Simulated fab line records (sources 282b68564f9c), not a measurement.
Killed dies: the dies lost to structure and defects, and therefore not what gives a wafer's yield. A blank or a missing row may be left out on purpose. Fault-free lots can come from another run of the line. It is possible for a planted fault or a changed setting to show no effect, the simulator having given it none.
2 desks, one fault + flow ritCmos + only its own numbers are on each desk; what lay behind them is given at the end

== FROM THE METROLOGY DESK ==
What the gauges read for every lot (on any tool): the sampled wafers with a number, averaged. If a lot's mean is further than 4 standard deviations from the usual mean, the lot is out of limits and carries the mark OUT (the distance appears in the brackets).
Columns: A = cdNm at RIT_CONTACT_CD_MEAS_08, usual 998.4 nm; B = CONTACT_OVL at RIT_CONTACT_OVL_MEAS_09, usual -0.4 nm; C = cdNm at RIT_CONTACT_CD_MEAS_90, usual 998.4 nm; D = M1_AL_RS at RIT_M1_RS_MEAS_01, usual 0.0733 ohm/sq; E = M1_AL_THK at RIT_M1_THK_MEAS_02, usual 402 nm; F = cdNm at RIT_M1_CD_MEAS_09, usual 2600.0 nm; G = M1_OVL at RIT_M1_OVL_MEAS_10, usual 0.3 nm
| lot  | first seen here | A      | B    | C      | D                 | E              | F      | G    |
|------|-----------------|--------|------|--------|-------------------|----------------|--------|------|
| L865 | day 3 18:27     | 999.2  | -1.3 | 998.9  | 0.0739            | 401            | 2601.1 | 3.2  |
| L866 | day 3 21:54     | 998.0  | 0.9  | 997.5  | 0.0732            | 405            | 2599.7 | 0.2  |
| L870 | day 4 16:19     | 998.0  | -0.8 | 998.1  | 0.0824 (+11) OUT  | 364 (-8.0) OUT | 2603.4 | -1.4 |
| L872 | day 5 02:11     | 1003.6 | 0.3  | 1003.3 | 0.0807 (+9.2) OUT | 374 (-5.9) OUT | 2602.0 | 1.0  |
| L880 | day 6 17:01     | 999.8  | -1.0 | 999.9  | 0.0727            | 404            | 2598.8 | 2.3  |
| L885 | day 7 18:04     | 999.1  | -0.6 | 998.8  | 0.0731            | 403            | 2598.9 | -1.6 |
Per this desk, out of limits: L870, L872; the first was L870, day 4 17:46 (M1_AL_RS at RIT_M1_RS_MEAS_01). L865, L866, L880, L885: within limits.

== FOR THE TOOL OWNER'S DESK: pvdSputter-04 ==
The tool's own readings at RIT_M1_SPUTTER_00 (material Al, target thk 400 nm, time 500 s): means of the sampled wafers that have a number, for each lot that ran on this tool. If a lot's mean is further than 4 standard deviations from the usual mean, the lot is out of limits and carries the mark OUT (the distance appears in the brackets).
Columns: A = throttleValvePct at RIT_M1_SPUTTER_00, usual 30.1 %
| lot  | first seen here | A    |
|------|-----------------|------|
| L866 | day 3 23:05     | 30.0 |
| L870 | day 4 17:27     | 30.3 |
| L872 | day 5 03:19     | 30.5 |
This desk found nothing out of limits on any of the 3 lots.

== ALL TOGETHER ==
On L870, L872, the metrology desk was in a position to raise an alarm at day 4 17:46.
Nothing out of limits was seen by the tool owner's desk.
The tool owner's desk has L870, L872 on record, within its limits.
All the named lots went through RIT_M1_SPUTTER_00 on pvdSputter-04.

== WHAT THE SIMULATOR HAD PUT IN ==
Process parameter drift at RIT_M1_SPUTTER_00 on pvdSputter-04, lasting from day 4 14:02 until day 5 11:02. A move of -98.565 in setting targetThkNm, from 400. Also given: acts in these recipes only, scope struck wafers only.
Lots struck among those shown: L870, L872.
Per desk, hours elapsed from the start of the fault to the first reading out of limits: for the metrology desk, 4.
